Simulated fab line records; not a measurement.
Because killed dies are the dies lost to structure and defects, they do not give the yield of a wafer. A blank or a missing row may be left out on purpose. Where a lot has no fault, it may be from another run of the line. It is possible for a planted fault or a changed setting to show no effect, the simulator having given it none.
Which tool is to blame?    flow berkeleyCmos170    Sampling: 14 lots, 42 wafers, 4 of 331 route steps

## WHAT THE GAUGES SHOWED, per wafer
UCB170_NWELL_TW_MEAS_16.
lot   measured     on            NWELL_TW
L260  day 2 05:53  filmMetro-04  1234 1241 1238
L261  day 2 09:31  filmMetro-01  1254 1255 1264
L262  day 2 19:50  filmMetro-01  1261 1262 1261
L264  day 3 05:34  filmMetro-02  1258 1254 1263
L266  day 3 22:55  filmMetro-04  1242 1252 1244
L265  day 3 23:02  filmMetro-01  1259 1249 1249
L271  day 4 10:52  filmMetro-04  1097 1096 1102
L269  day 4 11:08  filmMetro-01  1103 1105 1111
L273  day 4 23:28  filmMetro-02  1257 1253 1252
L276  day 5 12:35  filmMetro-01  1248 1246 1246
L278  day 5 23:47  filmMetro-04  1250 1248 1246
L279  day 6 00:04  filmMetro-02  1253 1256 1250
L282  day 6 18:23  filmMetro-01  1262 1265 1254
L283  day 6 22:18  filmMetro-02  1244 1250 1249

UCB170_CONTACT_THK_MEAS_02.
lot   measured      on            CONTACT_PSG_THK (nm)
L260  day 6 17:37   filmMetro-03  683 685 691
L261  day 6 13:15   filmMetro-02  697 698 695
L262  day 7 12:21   filmMetro-04  704 700 699
L264  day 8 02:10   filmMetro-02  704 704 700
L266  day 8 02:10   filmMetro-04  711 703 708
L265  day 8 02:10   filmMetro-03  701 705 704
L271  day 9 07:15   filmMetro-02  707 704 705
L269  day 9 07:16   filmMetro-03  709 709 708
L273  day 9 05:29   filmMetro-02  705 705 705
L276  day 10 02:59  filmMetro-03  702 695 700
L278  day 10 19:48  filmMetro-04  692 700 698
L279  day 10 19:48  filmMetro-03  695 691 694
L282  day 11 02:53  filmMetro-04  690 688 687
L283  day 11 04:19  filmMetro-03  709 709 710

UCB170_M3_BOW_MEAS_20.
lot   measured      on            M3_BOW (um)
L260  day 7 15:22   filmMetro-03  42 29 33
L261  day 7 13:48   filmMetro-01  35 37 42
L262  day 8 06:07   filmMetro-04  41 45 51
L264  day 9 01:17   filmMetro-01  28 29 36
L266  day 9 03:25   filmMetro-01  35 44 40
L265  day 9 03:11   filmMetro-01  34 43 33
L271  day 10 09:59  filmMetro-04  39 35 36
L269  day 10 10:16  filmMetro-01  36 37 40
L273  day 10 10:59  filmMetro-04  35 42 37
L276  day 11 00:13  filmMetro-01  35 37 41
L278  day 11 18:44  filmMetro-01  30 39 39
L279  day 11 19:35  filmMetro-03  47 38 31
L282  day 12 02:40  filmMetro-01  36 38 44
L283  day 12 02:59  filmMetro-03  30 47 29

## WHICH TOOL RAN EACH LOT (tool, then ch and the chambers of the sampled wafers, then the start)
lot   UCB170_NWELL_IMPLANT_14
L260  implanter-04 ch 0, day 2 05:38
L261  implanter-04 ch 0, day 2 09:17
L262  implanter-01 ch 0, day 2 19:35
L264  implanter-01 ch 0, day 3 05:19
L266  implanter-04 ch 0, day 3 22:40
L265  implanter-01 ch 0, day 3 22:47
L271  implanter-04 ch 0, day 4 10:37
L269  implanter-04 ch 0, day 4 10:54
L273  implanter-01 ch 0, day 4 23:14
L276  implanter-01 ch 0, day 5 12:22
L278  implanter-01 ch 0, day 5 23:32
L279  implanter-01 ch 0, day 5 23:49
L282  implanter-01 ch 0, day 6 18:08
L283  implanter-01 ch 0, day 6 22:05
- UCB170_NWELL_IMPLANT_14

## WHAT THE TOOLS THEMSELVES READ (means of the sampled wafers that have a number; where no wafer has one, the mark that the record gives instead)
The record holds no such reading with a usual standard deviation.

## THE ANSWER, worked out from the rows above alone
Rule: what is usual is taken from the lots themselves. The widest of any qualifying gaps counts: lots, ordered by their means at a reading, are off when they make up no more than a third of the lots, leave a main group of 4 or more, and stand apart from it by 3 or more times the standard deviation of that group's means. Not used: any main group whose means are identical at the precision the tables above print for the reading. A lot without any number at a reading at which 4 lots or more have one is off too. All remaining lots with rows at the step are treated as sound. The gauges are gone through in route order, then the tools' own readings, and for those a lot's mean is taken as printed above. The first step at which some lot is off is used, and at that step the reading that is off furthest; a lot without a number counts as furthest.
Off: L271, L269, at UCB170_NWELL_TW_MEAS_16 (NWELL_TW). The main group: mean 1252, standard deviation 6.7.
If a tool, at a process step before that reading, ran all the lots that are off and no sound lot after the first of them, it fits. Gauges at UCB170_NWELL_TW_MEAS_16: tried the same way as those tools. One candidate fits, namely implanter-04 at UCB170_NWELL_IMPLANT_14. A fault onset in the window from L266 (day 3 22:40, its last sound lot) to L271 (day 4 10:37, its first lot off) fits.

## WHAT THE SIMULATOR PUT IN
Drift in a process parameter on implanter-04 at UCB170_NWELL_IMPLANT_14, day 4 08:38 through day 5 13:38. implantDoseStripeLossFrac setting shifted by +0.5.
Struck lots among those shown: L271, L269. The rule given above showed the same thing.
